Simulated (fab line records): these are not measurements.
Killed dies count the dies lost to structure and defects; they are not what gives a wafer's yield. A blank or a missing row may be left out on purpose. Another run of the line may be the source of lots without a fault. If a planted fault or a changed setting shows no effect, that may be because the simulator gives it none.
Lot-split experiment    flow berkeley_cmos170    5 lots, 27 wafers read, on a route of 331 steps

## THE SPLIT ITSELF
At UCB170_M3_METAL_ETCH_18 (etches Al in Cl2/BCl3, stops on SiO2, target depth 1170 nm, time 195 s), the setting time_s was moved away from the recipe's 195 s on 9 of the 27 wafers read, by -59.8% to +19.3%. This setting was run at the recipe's value on the other wafers.

## BETWEEN THE SPLIT AND THE READING: the file shows 1 step in between
- UCB170_M3_STRIP_19: strips in O2

## THE READING
At UCB170_M3_CD_MEAS_90: cd_nm in nanometres, against a target cd of 700 nm. Fault-free wafers of this fab line usually give 700.0 nm, standard deviation 3 nm.

wafer   tool, chamber at the split  time_s as run, s  against the recipe  cd_nm, nm  against lot-mates on the recipe
L075.1  rie_metal-03, 1             195               recipe              693.9      -
L075.4  rie_metal-03, 1             195               recipe              694.1      -
L075.6  rie_metal-03, 1             195               recipe              694.5      -
L076.1  rie_metal-01, 0             81.41             -58.3%              727.3      +24.2
L076.2  rie_metal-01, 0             195               recipe              703.1      -
L076.3  rie_metal-01, 0             81.41             -58.3%              730.4      +27.3
L076.4  rie_metal-01, 0             195               recipe              703.4      -
L076.5  rie_metal-01, 0             81.41             -58.3%              727.5      +24.4
L076.6  rie_metal-01, 0             195               recipe              702.8      -
L077.1  rie_metal-03, 1             195               recipe              700.5      -
L077.2  rie_metal-03, 1             195               recipe              698.9      -
L077.3  rie_metal-03, 1             195               recipe              699.6      -
L077.4  rie_metal-03, 1             195               recipe              697.2      -
L077.5  rie_metal-03, 1             195               recipe              698.0      -
L077.6  rie_metal-03, 1             195               recipe              700.1      -
L078.1  rie_metal-03, 1             195               recipe              706.6      -
L078.2  rie_metal-03, 1             232.7             +19.3%              693.7      -11.8
L078.3  rie_metal-03, 1             232.7             +19.3%              692.6      -12.9
L078.4  rie_metal-03, 1             195               recipe              708.3      -
L078.5  rie_metal-03, 1             195               recipe              701.6      -
L078.6  rie_metal-03, 1             232.7             +19.3%              698.1      -7.4
L080.1  rie_metal-04, 1             78.48             -59.8%              728.7      +28.3
L080.2  rie_metal-04, 0             195               recipe              700.7      -
L080.3  rie_metal-04, 0             195               recipe              698.4      -
L080.4  rie_metal-04, 1             195               recipe              702.0      -
L080.5  rie_metal-04, 1             78.48             -59.8%              726.0      +25.6
L080.6  rie_metal-04, 0             78.48             -59.8%              728.3      +27.9

THE FIT
A straight line over all 27 wafers: cd_nm changes by -0.453 nm for each +1% of time_s; r = -0.96; the points scatter about the line by 3.6 nm.
The same after taking each lot's own level away (the mean of its wafers on the recipe; 27 wafers): -0.456 nm for each +1%; r = -0.99; scatter 1.8 nm.
The reading moves by 27 nm for the largest change in time_s, on that fit.
Across the lots, their own levels run from 694.17 to 705.50 nm, a range of 3.8 times the standard deviation given above.
The two slopes agree, so the slope changes little with the lot-to-lot level.
Check: with one of the wafers moved furthest among these (-59.8%) left out of the fit, the line predicts +26.6 nm for it against its lot-mates. It came out at +28.3 nm against them.
Tool readings at the split's step, against how far the setting was moved: oes_product_au r = -0.96.

## THE WHOLE CHAIN: every reading that the file lists as answering this split, in the file's order
step                     what it does                                                            reading                                                                    change (the file's fit)                    r (the file's)
UCB170_M3_METAL_ETCH_18  etches Al in Cl2/BCl3, stops on SiO2, target depth 1170 nm, time 195 s  oes_product_au                                                             -0.00234 a.u. for each +1% of the setting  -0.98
UCB170_M3_METAL_ETCH_18  etches Al in Cl2/BCl3, stops on SiO2, target depth 1170 nm, time 195 s  etch.depth_nm (the simulator's own value, which no gauge read)             +7.31 nm for each +1% of the setting       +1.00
UCB170_M3_METAL_ETCH_18  etches Al in Cl2/BCl3, stops on SiO2, target depth 1170 nm, time 195 s  M3.feature_depth_nm (the simulator's own value, which no gauge read)       +7.73 nm for each +1% of the setting       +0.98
UCB170_M3_METAL_ETCH_18  etches Al in Cl2/BCl3, stops on SiO2, target depth 1170 nm, time 195 s  KrF_of_M3_COAT_10.thk_nm (the simulator's own value, which no gauge read)  -6.73 nm for each +1% of the setting       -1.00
UCB170_M3_STRIP_19       strips in O2                                                            oes_product_au                                                             -0.00334 a.u. for each +1% of the setting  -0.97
UCB170_M3_CD_MEAS_90     target cd 700 nm                                                        cd_nm                                                                      -0.451 nm for each +1% of the setting      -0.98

## THE FILE'S OWN FIT
cd_nm changes by -0.451 nm for each +1% of time_s, r = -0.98.
